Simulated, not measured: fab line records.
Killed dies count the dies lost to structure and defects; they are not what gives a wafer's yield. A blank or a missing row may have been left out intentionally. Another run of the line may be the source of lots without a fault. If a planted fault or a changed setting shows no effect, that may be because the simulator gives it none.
Problem report, 8D (eight disciplines) form, completed by code | flow rit_cmos | the parts of the form that need people (team, actions taken, sign-off) are left out

== 1. WHAT IS WRONG ==
Wafers without a fault read 3999 sccm, standard deviation 12; o2_flow_sccm at RIT_PWELL_STRIP_09 reads a mean of 4794 sccm on 2 wafers belonging to 2 lots. That is +66 standard deviations from the usual mean.
The step: strips in O2, time 180 s.
The first sign was on wafer L877.6 at day 5 22:32, on plasma_asher-03. The record holds 42 wafers of 14 lots with a number at this step. By rule, "out" or "out of limits" means more than 4 standard deviations away from the usual mean. The rest of the wafers with a number are treated as sound.

== 2. WHAT IT IS, WHAT IT ISN'T ==
question                    | is               | is not
which readings at this step | o2_flow_sccm     | drypump_motor_current_A
which lots                  | L877, L878       | L859, L861, L862, L863, L866, L867, L868, L869, L870, L874, L875, L881
which wafers of those lots  | L877.6, L878.2   | L877.1, L877.3, L878.1, L878.6
read on which tools         | plasma_asher-03  | plasma_asher-01, plasma_asher-04
when                        | from day 5 22:32 | up to then (35 sound wafers); but 5 sound wafers of L878, L881 came after

== 3. WHAT RULES OUT EACH SUSPECT ==
Counting: if a tool at a process step up to the reading ran every lot that is out, it stays a suspect. Sound lots after the first of them don't rule it out here, since some wafers of a struck lot are sound.
- plasma_asher-03 at RIT_PWELL_STRIP_09 (strips in O2, time 180 s): kept. Every lot that is out went through it, the first being L877 (day 5 22:32); the last sound lot it ran before that was L875 (day 5 17:05). Its own readings are out on those wafers: o2_flow_sccm.
- Within plasma_asher-03 at RIT_PWELL_STRIP_09: the wafers that are out ran in chamber 1; their sound lot-mates ran in chamber 0.
Left after counting: plasma_asher-03 at RIT_PWELL_STRIP_09.

== 4. THE CAUSE (what the simulator had put in) ==
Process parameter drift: plasma_asher-03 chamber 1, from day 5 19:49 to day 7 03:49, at RIT_PWELL_STRIP_09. From 4000, the setting o2_flow_sccm moved by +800. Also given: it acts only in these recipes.
Counting left only this tool.

== 5. THE EFFECT CHAIN, in route order ==
Each row: a reading whose mean over the struck wafers that have a number lies more than 3 standard deviations from the usual. Only readings for which the record gives a usual standard deviation are gone through. hours: the time from each lot's start at the first step in this table that gives one to its start at this step, as a median over the lots. sigmas: the change in usual standard deviations.
hours | step               | reading      | usual     | on struck wafers | change | sigmas
0     | RIT_PWELL_STRIP_09 | o2_flow_sccm | 3999 sccm | 4794             | +796   | +66
The process steps in it:
- RIT_PWELL_STRIP_09: strips in O2, time 180 s.

== 6. HOW IT WOULD HAVE BEEN CAUGHT EARLIER ==
In this record no reading fell out of limits until day 5 22:32, 3 hours after the fault had begun at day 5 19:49.
